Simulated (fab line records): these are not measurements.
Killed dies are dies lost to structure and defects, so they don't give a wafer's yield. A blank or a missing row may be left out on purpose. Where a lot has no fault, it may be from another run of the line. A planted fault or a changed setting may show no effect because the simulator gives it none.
Which of the tools did it?	flow ritCmos	at 1 step of a route of 202, 7 lots with 21 wafers sampled

== WHAT THE GAUGES SHOWED, per wafer ==
RIT_ACTIVE_BOW_MEAS_00.
lot	measured	on	INCOMING_BOW (um)
L246	day 1 15:01	filmMetro-04	1 -7 1
L248	day 2 01:02	filmMetro-04	-8 5 16
L250	day 2 11:02	filmMetro-03	8 4 5
L254	day 3 07:00	filmMetro-03	7 1 5
L256	day 3 17:00	filmMetro-04	4 5 0
L262	day 4 23:00	filmMetro-04	4 0 -1
L266	day 5 19:00	filmMetro-03	2 -7 -4

== TOOL THAT RAN EACH LOT (tool first, then ch and the chambers of the sampled wafers, then the start) ==
The record holds no process step before these readings.

== THE ANSWER, worked out from the rows above alone ==
Rule: usual is defined by the lots themselves. Put in order of their means at a reading, lots are off if they are a third of the lots or fewer, leave a main group of 4 or more, and stand apart from it by a gap of 3 or more times the standard deviation of the main group's means; of several such gaps the widest counts. If all means in a main group match to the digits the tables above print for the reading, that group is not used. Also off: a lot with no number at a reading for which 4 or more lots have one. The other lots that the step has rows for count as sound.
Across all readings shown, no lot is off: no conclusion can be drawn from this.

== WHAT THE SIMULATOR HAD INSERTED ==
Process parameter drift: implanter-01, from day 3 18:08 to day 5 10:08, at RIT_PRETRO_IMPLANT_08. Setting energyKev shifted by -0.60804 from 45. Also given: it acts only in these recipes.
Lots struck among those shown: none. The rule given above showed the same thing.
